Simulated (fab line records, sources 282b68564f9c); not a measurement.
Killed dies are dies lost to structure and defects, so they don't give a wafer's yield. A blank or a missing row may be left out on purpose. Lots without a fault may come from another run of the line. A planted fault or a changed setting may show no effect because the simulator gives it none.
fab line records | flow rit_cmos | part 1 of 2: steps 1 to 34 of 45
record lots=5 wafers=15 last_day=7
route steps=202 shown PLDD@115 SPACER@125 NSD@131 PSD@142 SDANNEAL@153
lots that met no fault: from a run of the same line without faults
start_h: hours from the record's first day to the start of the lot's first wafer shown | wait_h: hours since the lot's step before | " the same as in the row above | L1.1+2: a row that stands for several wafers | - no value, or no start given | * or withheld: withheld | < > ~ a bound
route shown NAME@n: a module of which the file shows steps, and the number in the route of the first | usual: mean/standard deviation of fault-free wafers | same: alike in all rows | chamber/n: place in a boat | sites: the reading at each site | _std_site: their standard deviation | _edge_site: outer sites' mean less inner sites' | radius_mm: how far each site lies from the wafer's centre | mask NAME#n: copy n | behind: the tool/chamber that last shaped the wafer | hold: why the lot was held/for how many hours/how that ended | device: the transistor (n, p or np) that didn't switch | end of line: the same wafers' tests at the end of the route | a step without rows: its recipe alone | killed: dies lost to structure and defects at the first sort, not the wafer's yield | map: a wafer's dies, x killed, . not, _ none there
set.NAME: the setting as run; set.NAME@STEP: as run at that earlier step | model.NAME: the simulator's own value behind a step, which no gauge read
lots at some steps of the route; a table a step, a row a wafer
services: from which hour (start_h, from the record's first day; less than 0 if before it) a tool's chamber was out of use, for how many hours, and why
## steps
# step RIT_PLDD_COAT_01
# recipe resist=NOVOLAK spin_rpm=3250 resist_thk_nm=1000
# usual dispense_pressure_kPa=47.6/1.6
# columns lot.wafer tool chamber start_h wait_h dispense_pressure_kPa
L074.1 litho_track-04 0 42.23 0.1 47.3
L074.2 " 0 " " 47.3
L074.6 " 0 " " 47.4
L075.1 litho_track-01 0 47.31 0.1 44.6
L075.2 " 0 " " 44.6
L075.5 " 0 " " 44.6
L086.1 litho_track-02 0 103.74 0.1 49.2
L086.2 " 0 " " 49.2
L086.6 " 0 " " 49.2
L089.2 litho_track-02 0 117.20 0.1 49.2
L089.4 " 0 " " 49.3
L089.5 " 0 " " 49.2
L096.1 litho_track-04 0 152.36 0.1 47.3
L096.2 " 0 " " 47.3
L096.3 " 0 " " 47.3
# step RIT_PLDD_SOFTBAKE_02
# recipe resist=NOVOLAK temp_c=90 time_s=60
# columns lot.wafer tool chamber start_h wait_h
L074.1+2+6 litho_track-04 0 42.38 0.1
L075.1+2+5 litho_track-01 0 47.46 0.1
L086.1+2+6 litho_track-02 0 103.89 0.1
L089.2+4+5 litho_track-02 0 117.35 0.1
L096.1+2+3 litho_track-04 0 152.51 0.1
# step RIT_PLDD_EXPOSE_03
# recipe mask_id=M8 na=0.57 target_cd_nm=40900 dose_mj=250
# columns lot.wafer tool chamber start_h wait_h mask
L074.1+2+6 iline_stepper-01 0 42.53 0.1 M8#0
L075.1+2+5 iline_stepper-01 0 47.61 0.1 M8#0
L086.1+2+6 iline_stepper-01 0 104.17 0.2 M8#0
L089.2+4+5 iline_stepper-02 0 117.62 0.2 M8#0
L096.1+2+3 iline_stepper-02 0 152.66 0.1 M8#0
# step RIT_PLDD_PEB_04
# recipe resist=NOVOLAK temp_c=withheld time_s=withheld
# columns lot.wafer tool chamber start_h wait_h
L074.1+2+6 litho_track-02 0 42.65 0.1
L075.1+2+5 litho_track-02 0 47.73 0.1
L086.1+2+6 litho_track-02 0 104.28 0.1
L089.2+4+5 litho_track-02 0 117.74 0.1
L096.1+2+3 litho_track-01 0 152.78 0.1
# step RIT_PLDD_DEVELOP_05
# recipe resist=NOVOLAK develop_time_s=50 dev_temp_c=23
# columns lot.wafer tool chamber start_h wait_h
L074.1+2+6 litho_track-02 0 - -
L075.1+2+5 litho_track-02 0 - -
L086.1+2+6 litho_track-02 0 - -
L089.2+4+5 litho_track-02 0 - -
L096.1+2+3 litho_track-01 0 - -
# step RIT_PLDD_OVL_MEAS_06
# usual PLDD_OVL=0.6/1.3
# columns lot.wafer tool chamber start_h wait_h PLDD_OVL[nm]
L074.1 overlay-01 - 42.93 - -0.5
L074.2 " - " " 0.3
L074.6 " - " " 1.3
L075.1 overlay-01 - 48.01 - -0.2
L075.2 " - " " 2.2
L075.5 " - " " 1.3
L086.1 overlay-01 - 104.57 - 0.4
L086.2 " - " " 2.6
L086.6 " - " " 0.9
L089.2 overlay-01 - 118.01 - -0.7
L089.4 " - " " 2.2
L089.5 " - " " 0.8
L096.1 overlay-02 - 153.06 - -0.4
L096.2 " - " " -1.4
L096.3 " - " " -1.2
# step RIT_PLDD_HARDBAKE_07
# recipe resist=NOVOLAK temp_c=140 time_s=60
# columns lot.wafer tool chamber start_h wait_h
L074.1+2+6 litho_track-04 0 42.96 0.0
L075.1+2+5 litho_track-01 0 48.05 0.0
L086.1+2+6 litho_track-04 0 104.60 0.0
L089.2+4+5 litho_track-04 0 118.06 0.0
L096.1+2+3 litho_track-04 0 153.10 0.0
# step RIT_PLDD_IMPLANT_08
# recipe species=BF2 energy_kev=20 dose_cm2=8.841e+14 tilt_deg=7
# usual faraday_current_uA=2779/58 tilt_deg=7.000/0.018
# columns lot.wafer tool chamber start_h wait_h faraday_current_uA tilt_deg
L074.1 implanter-04 0 43.11 0.1 2859 6.995
L074.2 " 0 " " 2753 7.021
L074.6 " 0 " " 2767 7.031
L075.1 implanter-04 0 48.20 0.1 2769 6.991
L075.2 " 0 " " 2743 6.960
L075.5 " 0 " " 2806 6.994
L086.1 implanter-01 0 104.75 0.1 2991 7.010
L086.2 " 0 " " 2712 7.034
L086.6 " 0 " " 2709 6.992
L089.2 implanter-03 0 118.21 0.1 2813 6.965
L089.4 " 0 " " 2812 6.975
L089.5 " 0 " " 2836 7.005
L096.1 implanter-01 0 153.25 0.1 2799 7.001
L096.2 " 0 " " 2761 7.007
L096.3 " 0 " " 2729 6.994
# step RIT_PLDD_STRIP_09
# recipe chemistry=O2 time_s=180 resist=NOVOLAK platen_temp_c=withheld power_w=500 pressure_mtorr=4000 o2_flow_sccm=4000
# usual drypump_motor_current_A=5.6/0.36 o2_flow_sccm=3997/12
# columns lot.wafer tool chamber start_h wait_h drypump_motor_current_A o2_flow_sccm rf_hours_counter_h
L074.1 plasma_asher-03 1 43.26 0.1 6.0 3998 40
L074.2 " 0 " " 5.5 3993 40
L074.6 " 1 " " 6.0 4023 -
L075.1 plasma_asher-03 0 48.35 0.1 5.5 4005 41
L075.2 " 1 " " 6.0 4006 41
L075.5 " 0 " " 5.5 4002 -
L086.1 plasma_asher-03 0 104.90 0.1 5.5 3997 47
L086.2 " 1 " " 6.0 3995 47
L086.6 " 0 " " 5.5 3995 -
L089.2 plasma_asher-03 1 118.34 0.1 6.0 4002 0
L089.4 " 1 " " 6.0 3999 -
L089.5 " 1 " " 5.9 3993 -
L096.1 plasma_asher-03 0 153.40 0.1 5.5 3991 4
L096.2 " 1 " " 6.0 4017 4
L096.3 " 0 " " 5.5 3988 -
# step RIT_PLDD_TW_MEAS_10
# usual PLDD_TW=2347/12
# columns lot.wafer tool chamber start_h wait_h PLDD_TW
L074.1 film_metro-04 - 43.44 0.1 2322
L074.2 " - " " 2331
L074.6 " - " " 2338
L075.1 film_metro-04 - 48.52 0.1 2347
L075.2 " - " " 2354
L075.5 " - " " 2353
L086.1 film_metro-04 - 105.08 0.1 2338
L086.2 " - " " 2344
L086.6 " - " " 2335
L089.2 film_metro-04 - 118.52 0.1 2343
L089.4 " - " " 2352
L089.5 " - " " 2345
L096.1 film_metro-01 - 153.57 0.1 2357
L096.2 " - " " 2364
L096.3 " - " " 2358
# step RIT_SPACER_CLEAN_00
# recipe chemistry=SC1 mix=3:3:50 time_s=600 temp_c=75
# columns lot.wafer tool chamber start_h wait_h
L074.1+2+6 wet_bench-01 2 43.50 0.1
L075.1+2+5 wet_bench-03 3 48.58 0.1
L086.1+2+6 wet_bench-01 0 105.14 0.1
L089.2+4+5 wet_bench-01 1 118.57 0.0
L096.1+2+3 wet_bench-02 3 153.63 0.1
# step RIT_SPACER_CLEAN_01
# recipe chemistry=dHF dilution=50:1 time_s=30
# columns lot.wafer tool chamber start_h wait_h
L074.1+2+6 wet_bench-02 2 43.67 0.0
L075.1+2+5 wet_bench-02 1 48.76 0.0
L086.1+2+6 wet_bench-01 0 105.31 0.0
L089.2+4+5 wet_bench-02 2 118.75 0.0
L096.1+2+3 wet_bench-03 1 153.82 0.0
# step RIT_SPACER_CLEAN_02
# recipe chemistry=SC2 mix=3:3:50 time_s=600 temp_c=75 dry=n2_spin
# columns lot.wafer tool chamber start_h wait_h
L074.1+2+6 wet_bench-03 0 43.69 0.0
L075.1+2+5 wet_bench-01 0 48.77 0.0
L086.1+2+6 wet_bench-01 0 105.33 0.0
L089.2+4+5 wet_bench-01 1 118.76 0.0
L096.1+2+3 wet_bench-01 2 153.84 0.0
# step RIT_SPACER_CVD_03
# recipe material=Si3N4 target_thk_nm=250 temp_c=810 precursor=SiH2Cl2/NH3 time_s=3300 pressure_mtorr=300 sih2cl2_flow_sccm=60 nh3_flow_sccm=150
# usual spike_tc_source_C=833.8/1.5 zone_power_source_pct=20.9/0.72
# columns lot.wafer tool chamber start_h wait_h spike_tc_source_C zone_power_source_pct
L074.1 lpcvd-01 0 43.88 0.0 833.6 20.2
L074.2 " 0 " " 832.7 20.3
L074.6 " 0 " " 831.8 20.0
L075.1 lpcvd-01 1 48.95 0.0 834.7 22.0
L075.2 " 1 " " 836.1 21.9
L075.5 " 1 " " 834.5 21.7
L086.1 lpcvd-02 0 105.50 0.0 837.2 21.2
L086.2 " 0 " " 836.9 21.0
L086.6 " 0 " " 834.7 20.8
L089.2 lpcvd-02 0 118.94 0.0 835.7 21.1
L089.4 " 0 " " 835.7 21.1
L089.5 " 0 " " 834.8 21.4
L096.1 lpcvd-02 1 154.03 0.0 832.8 20.5
L096.2 " 1 " " 833.7 21.0
L096.3 " 1 " " 832.9 20.6
# step RIT_SPACER_THK_MEAS_04
# recipe reads=Si3N4_of_SPACER_CVD_03
# usual SPACER_NITRIDE_THK=250.2/2.2
# columns lot.wafer tool chamber start_h wait_h SPACER_NITRIDE_THK[nm]
L074.1 film_metro-04 - 46.76 0.0 251.2
L074.2 " - " " 251.3
L074.6 " - " " 252.8
L075.1 film_metro-04 - 50.86 0.0 249.9
L075.2 " - " " 252.3
L075.5 " - " " 251.6
L086.1 film_metro-03 - 108.38 0.0 248.0
L086.2 " - " " 245.7
L086.6 " - " " 247.1
L089.2 film_metro-02 - 120.87 0.0 250.4
L089.4 " - " " 250.5
L089.5 " - " " 252.3
L096.1 film_metro-04 - 155.95 0.0 248.3
L096.2 " - " " 246.3
L096.3 " - " " 248.4
# step RIT_SPACER_ETCHBACK_05
# recipe target_depth_a=2500 SF6_flow_sccm=30 CHF3_flow_sccm=30 target=Si3N4 chemistry=SF6/CHF3 pressure_mtorr=40 rf_w=250 time_s=243.6 stop_on=SiO2
# usual SF6_flow_sccm=30.01/0.086 drypump_motor_current_A=6.0/0.46 oes_product_au=0.845/0.013 throttle_valve_pct=10.24/0.18
# columns lot.wafer tool chamber start_h wait_h SF6_flow_sccm drypump_motor_current_A oes_product_au rf_hours_counter_h throttle_valve_pct
L074.1 rie_diel-03 1 46.82 0.1 30.02 5.9 0.841 93 10.30
L074.2 " 0 " " 29.90 5.8 0.863 29 10.27
L074.6 " 1 " " 30.08 5.9 0.836 - 10.31
L075.1 rie_diel-04 1 50.92 0.1 30.04 6.3 0.853 2 10.21
L075.2 " 3 " " 29.95 5.2 0.861 66 9.99
L075.5 " 2 " " 30.21 5.7 0.849 - 9.96
L086.1 rie_diel-04 2 108.44 0.1 29.85 5.7 0.844 97 9.96
L086.2 " 3 " " 30.03 5.3 0.856 67 9.97
L086.6 " 0 " " 30.10 6.3 0.835 - 9.93
L089.2 rie_diel-03 0 120.92 0.0 30.15 5.8 0.850 31 10.27
L089.4 " 2 " " 29.97 6.0 0.836 8 10.24
L089.5 " 3 " " 29.95 6.7 0.847 - 10.53
L096.1 rie_diel-03 2 156.01 0.1 30.04 6.0 0.825 9 10.24
L096.2 " 0 " " 30.12 5.8 0.855 32 10.28
L096.3 " 1 " " 29.95 5.9 0.825 95 10.29
# step RIT_NSD_HMDS_00
# recipe prime_time_s=60 prime_temp_c=140
# columns lot.wafer tool chamber start_h wait_h
L074.1+2+6 litho_track-02 0 46.97 0.1
L075.1+2+5 litho_track-02 0 51.07 0.1
L086.1+2+6 litho_track-02 0 108.59 0.1
L089.2+4+5 litho_track-02 0 121.09 0.1
L096.1+2+3 litho_track-03 0 156.16 0.1
# step RIT_NSD_COAT_01
# recipe resist=NOVOLAK spin_rpm=3250 resist_thk_nm=1000
# usual dispense_pressure_kPa=49.3/1.5
# columns lot.wafer tool chamber start_h wait_h dispense_pressure_kPa
L074.1 litho_track-02 0 47.12 0.1 49.2
L074.2 " 0 " " 49.2
L074.6 " 0 " " 49.2
L075.1 litho_track-02 0 51.22 0.1 49.2
L075.2 " 0 " " 49.2
L075.5 " 0 " " 49.2
L086.1 litho_track-02 0 108.74 0.1 49.2
L086.2 " 0 " " 49.2
L086.6 " 0 " " 49.2
L089.2 litho_track-02 0 121.24 0.1 49.2
L089.4 " 0 " " 49.2
L089.5 " 0 " " 49.2
L096.1 litho_track-03 0 156.31 0.1 52.9
L096.2 " 0 " " 52.8
L096.3 " 0 " " 52.8
# step RIT_NSD_SOFTBAKE_02
# recipe resist=NOVOLAK temp_c=90 time_s=60
# columns lot.wafer tool chamber start_h wait_h
L074.1+2+6 litho_track-02 0 47.27 0.1
L075.1+2+5 litho_track-02 0 51.37 0.1
L086.1+2+6 litho_track-02 0 108.89 0.1
L089.2+4+5 litho_track-02 0 121.39 0.1
L096.1+2+3 litho_track-03 0 156.46 0.1
# step RIT_NSD_EXPOSE_03
# recipe mask_id=M9 na=0.57 target_cd_nm=40700 dose_mj=250
# columns lot.wafer tool chamber start_h wait_h mask
L074.1+2+6 iline_stepper-02 0 47.42 0.1 M9#0
L075.1+2+5 iline_stepper-01 0 51.65 0.2 M9#0
L086.1+2+6 iline_stepper-02 0 109.16 0.2 M9#0
L089.2+4+5 iline_stepper-02 0 121.53 0.1 M9#0
L096.1+2+3 iline_stepper-02 0 156.78 0.3 M9#0
# step RIT_NSD_PEB_04
# recipe resist=NOVOLAK temp_c=withheld time_s=withheld
# columns lot.wafer tool chamber start_h wait_h
L074.1+2+6 litho_track-04 0 47.53 0.1
L075.1+2+5 litho_track-03 0 51.77 0.1
L086.1+2+6 litho_track-03 0 109.28 0.1
L089.2+4+5 litho_track-02 0 121.79 0.2
L096.1+2+3 litho_track-02 0 156.90 0.1
# step RIT_NSD_DEVELOP_05
# recipe resist=NOVOLAK develop_time_s=50 dev_temp_c=23
# columns lot.wafer tool chamber start_h wait_h
L074.1+2+6 litho_track-04 0 - -
L075.1+2+5 litho_track-03 0 - -
L086.1+2+6 litho_track-03 0 - -
L089.2+4+5 litho_track-02 0 - -
L096.1+2+3 litho_track-02 0 - -
# step RIT_NSD_OVL_MEAS_06
# usual NSD_OVL=0.1/1.3
# columns lot.wafer tool chamber start_h wait_h NSD_OVL[nm]
L074.1 overlay-02 - 47.82 - 0.7
L074.2 " - " " 1.1
L074.6 " - " " -0.8
L075.1 overlay-02 - 52.05 - -0.5
L075.2 " - " " -1.7
L075.5 " - " " -1.0
L086.1 overlay-02 - 109.56 - 0.2
L086.2 " - " " -0.7
L086.6 " - " " -0.9
L089.2 overlay-02 - 122.05 - 1.0
L089.4 " - " " 1.6
L089.5 " - " " -0.5
L096.1 overlay-01 - 157.18 - -0.2
L096.2 " - " " 2.4
L096.3 " - " " -0.7
# step RIT_NSD_HARDBAKE_07
# recipe resist=NOVOLAK temp_c=140 time_s=60
# columns lot.wafer tool chamber start_h wait_h
L074.1+2+6 litho_track-03 0 47.85 0.0
L075.1+2+5 litho_track-02 0 52.09 0.0
L086.1+2+6 litho_track-03 0 109.60 0.0
L089.2+4+5 litho_track-04 0 122.22 0.2
L096.1+2+3 litho_track-03 0 157.22 0.0
# step RIT_NSD_IMPLANT_08
# recipe species=P energy_kev=25 dose_cm2=1e+15 tilt_deg=7
# usual faraday_current_uA=3132/61 tilt_deg=7.002/0.022
# columns lot.wafer tool chamber start_h wait_h faraday_current_uA tilt_deg
L074.1 implanter-03 0 48.00 0.1 3130 7.054
L074.2 " 0 " " 3200 7.015
L074.6 " 0 " " 3227 6.979
L075.1 implanter-04 0 52.24 0.1 3071 6.988
L075.2 " 0 " " 3107 7.012
L075.5 " 0 " " 3192 7.041
L086.1 implanter-02 0 109.75 0.1 3221 6.973
L086.2 " 0 " " 3195 7.007
L086.6 " 0 " " 3123 6.948
L089.2 implanter-02 0 122.37 0.1 3061 7.016
L089.4 " 0 " " 3084 7.016
L089.5 " 0 " " 3132 6.964
L096.1 implanter-02 0 157.37 0.1 2969 7.019
L096.2 " 0 " " 3173 7.001
L096.3 " 0 " " 3061 6.960
# step RIT_NSD_STRIP_09
# recipe chemistry=O2 time_s=180 resist=NOVOLAK platen_temp_c=withheld power_w=500 pressure_mtorr=4000 o2_flow_sccm=4000
# usual drypump_motor_current_A=5.3/0.34 o2_flow_sccm=4000/11
# columns lot.wafer tool chamber start_h wait_h drypump_motor_current_A o2_flow_sccm rf_hours_counter_h
L074.1 plasma_asher-04 1 48.15 0.1 5.0 3994 40
L074.2 " 0 " " 5.4 3990 40
L074.6 " 1 " " 5.0 4008 -
L075.1 plasma_asher-02 1 52.39 0.1 4.8 3986 25
L075.2 " 0 " " 5.4 3999 25
L075.5 " 0 " " 5.4 4012 -
L086.1 plasma_asher-04 1 109.90 0.1 5.0 4011 47
L086.2 " 0 " " 5.4 3997 47
L086.6 " 1 " " 5.0 4002 -
L089.2 plasma_asher-03 0 122.49 0.1 5.5 3988 1
L089.4 " 0 " " 5.5 4001 -
L089.5 " 0 " " 5.5 3986 -
L096.1 plasma_asher-04 1 157.52 0.1 5.0 3966 52
L096.2 " 0 " " 5.4 4010 52
L096.3 " 0 " " 5.4 4013 -
# step RIT_NSD_TW_MEAS_10
# usual NSD_TW=3135/17
# columns lot.wafer tool chamber start_h wait_h NSD_TW
L074.1 film_metro-04 - 48.33 0.1 3160
L074.2 " - " " 3144
L074.6 " - " " 3137
L075.1 film_metro-01 - 52.57 0.1 3152
L075.2 " - " " 3161
L075.5 " - " " 3156
L086.1 film_metro-01 - 110.07 0.1 3142
L086.2 " - " " 3163
L086.6 " - " " 3147
L089.2 film_metro-02 - 122.68 0.1 3131
L089.4 " - " " 3112
L089.5 " - " " 3129
L096.1 film_metro-02 - 157.69 0.1 3131
L096.2 " - " " 3132
L096.3 " - " " 3127
# step RIT_PSD_HMDS_00
# recipe prime_time_s=60 prime_temp_c=140
# columns lot.wafer tool chamber start_h wait_h
L074.1+2+6 litho_track-03 0 48.39 0.1
L075.1+2+5 litho_track-02 0 52.63 0.1
L086.1+2+6 litho_track-02 0 110.13 0.1
L089.2+4+5 litho_track-01 0 122.75 0.1
L096.1+2+3 litho_track-02 0 157.75 0.1
# step RIT_PSD_COAT_01
# recipe resist=NOVOLAK spin_rpm=3250 resist_thk_nm=1000
# usual dispense_pressure_kPa=49.6/2.8
# columns lot.wafer tool chamber start_h wait_h dispense_pressure_kPa
L074.1 litho_track-03 0 48.54 0.1 52.8
L074.2 " 0 " " 52.7
L074.6 " 0 " " 52.8
L075.1 litho_track-02 0 52.78 0.1 49.2
L075.2 " 0 " " 49.2
L075.5 " 0 " " 49.2
L086.1 litho_track-02 0 110.28 0.1 49.3
L086.2 " 0 " " 49.2
L086.6 " 0 " " 49.2
L089.2 litho_track-01 0 122.90 0.1 44.6
L089.4 " 0 " " 44.6
L089.5 " 0 " " 44.6
L096.1 litho_track-02 0 157.90 0.1 49.3
L096.2 " 0 " " 49.3
L096.3 " 0 " " 49.3
# step RIT_PSD_SOFTBAKE_02
# recipe resist=NOVOLAK temp_c=90 time_s=60
# columns lot.wafer tool chamber start_h wait_h
L074.1+2+6 litho_track-03 0 48.69 0.1
L075.1+2+5 litho_track-02 0 52.93 0.1
L086.1+2+6 litho_track-02 0 110.43 0.1
L089.2+4+5 litho_track-01 0 123.05 0.1
L096.1+2+3 litho_track-02 0 158.05 0.1
# step RIT_PSD_EXPOSE_03
# recipe mask_id=M10 na=0.57 target_cd_nm=40900 dose_mj=250
# columns lot.wafer tool chamber start_h wait_h mask
L074.1+2+6 iline_stepper-02 0 48.96 0.2 M10#0
L075.1+2+5 iline_stepper-01 0 53.20 0.2 M10#0
L086.1+2+6 iline_stepper-02 0 110.58 0.1 M10#0
L089.2+4+5 iline_stepper-02 0 123.32 0.2 M10#0
L096.1+2+3 iline_stepper-02 0 158.20 0.1 M10#0
# step RIT_PSD_PEB_04
# recipe resist=NOVOLAK temp_c=withheld time_s=withheld
# columns lot.wafer tool chamber start_h wait_h
L074.1+2+6 litho_track-02 0 49.08 0.1
L075.1+2+5 litho_track-01 0 53.32 0.1
L086.1+2+6 litho_track-02 0 110.70 0.1
L089.2+4+5 litho_track-03 0 123.44 0.1
L096.1+2+3 litho_track-02 0 158.32 0.1
# step RIT_PSD_DEVELOP_05
# recipe resist=NOVOLAK develop_time_s=50 dev_temp_c=23
# columns lot.wafer tool chamber start_h wait_h
L074.1+2+6 litho_track-02 0 - -
L075.1+2+5 litho_track-01 0 - -
L086.1+2+6 litho_track-02 0 - -
L089.2+4+5 litho_track-03 0 - -
L096.1+2+3 litho_track-02 0 - -
# step RIT_PSD_OVL_MEAS_06
# usual PSD_OVL=0.8/1.4
# columns lot.wafer tool chamber start_h wait_h PSD_OVL[nm]
L074.1 overlay-02 - 49.36 - 2.4
L074.2 " - " " 3.3
L074.6 " - " " 0.0
L075.1 overlay-01 - 53.60 - -0.5
L075.2 " - " " -0.8
L075.5 " - " " -0.3
L086.1 overlay-01 - 110.98 - 2.0
L086.2 " - " " 2.8
L086.6 " - " " 1.9
L089.2 overlay-02 - 123.71 - 5.5
L089.4 " - " " 4.1
L089.5 " - " " 3.1
L096.1 overlay-02 - 158.60 - 1.4
L096.2 " - " " 1.5
L096.3 " - " " 0.1
